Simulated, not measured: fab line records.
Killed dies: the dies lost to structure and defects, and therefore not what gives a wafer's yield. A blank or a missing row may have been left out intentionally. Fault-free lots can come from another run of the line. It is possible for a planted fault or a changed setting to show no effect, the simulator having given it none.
Problem report in the 8D (eight disciplines) form, filled by code | flow rit cmos | the parts of the form that need people (team, actions taken, sign-off) are left out

## 1. WHAT WENT WRONG
Wafers free of any fault read 476 (standard deviation 6.6) for PRETRO_TW at RIT_PRETRO_TW_MEAS_10, against a mean of 30 on 9 wafers of 3 lots. That is -68 standard deviations from the usual mean.
First observed at day 5 20:56: wafer L355.1, on film metro-03. Wafers with a number at this step in the record: 45, from 15 lots. Rule for "out" (also "out of limits"): further than 4 standard deviations from the usual mean. All remaining wafers that have a number are taken as sound.

## 2. WHAT IT IS, WHAT IT ISN'T
question                    | is                           | is not
which readings at this step | PRETRO_TW                    | -
which lots                  | L355, L356, L357             | L338, L339, L340, L341, L343, L345, L346, L347, L348, L350, L360, L361
which wafers of those lots  | all that have a number       | -
read on which gauges        | film metro-01, film metro-03 | film metro-02
when                        | from day 5 20:56             | up to then (30 sound wafers); but 6 sound wafers of L360, L361 came after

## 3. WHAT RULES OUT EACH SUSPECT
Counting: a tool at any process step up to the reading remains a suspect when it ran all the lots that are out and ran no sound lot after the first of those.
- the gauge at RIT_PRETRO_TW_MEAS_10: ruled out. 2 gauges (film metro-01, film metro-03) read the wafers that are out.
- plasma asher-04 at RIT_NRETRO_STRIP_09 (strips in O2, time 180 s): kept. All lots that are out passed through it, beginning with L355 at day 5 19:05, and no sound lot followed; its final sound lot before that point was L343 at day 3 06:44.
Remaining after the count: plasma asher-04 at RIT_NRETRO_STRIP_09.

## 4. THE CAUSE (what the simulator had put in)
Beginning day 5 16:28, the whole step at RIT_NRETRO_STRIP_09 was skipped on plasma asher-04. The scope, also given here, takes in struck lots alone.
Only this tool survived the counting.

## 5. THE CHAIN OF EFFECTS, in route order
Each row: a reading where the mean over the struck wafers with a number is more than 3 standard deviations away from the usual. Only readings whose record carries a usual standard deviation are examined. hours: median over the lots of the time between each lot's start at the first step of this table that gives one and its start at this step. sigmas: the change, counted in usual standard deviations.
hours | step                  | reading   | usual | on struck wafers | change | sigmas
0     | RIT_PRETRO_TW_MEAS_10 | PRETRO_TW | 476   | 30               | -446   | -68
Readings that are blank on the struck wafers while sound wafers have them: chamber pressure mTorr at RIT_NRETRO_STRIP_09; drypump motor current A at RIT_NRETRO_STRIP_09; o2 flow sccm at RIT_NRETRO_STRIP_09.

## 6. HOW IT WOULD HAVE BEEN CAUGHT EARLIER
The first out-of-limits reading at a measuring or inspecting step in this record came at day 5 20:56, 4 hours after the fault's start at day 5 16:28.
At RIT_NRETRO_STRIP_09 the tool's readings are blank on the struck wafers, where sound wafers have them: an empty tool record is the first sign, and it was there at once.
L356, L357, from the lots that are out (3), started RIT_NRETRO_STRIP_09 on plasma asher-04 later than day 5 20:56. A hold on the tool at that time would have spared those 2.
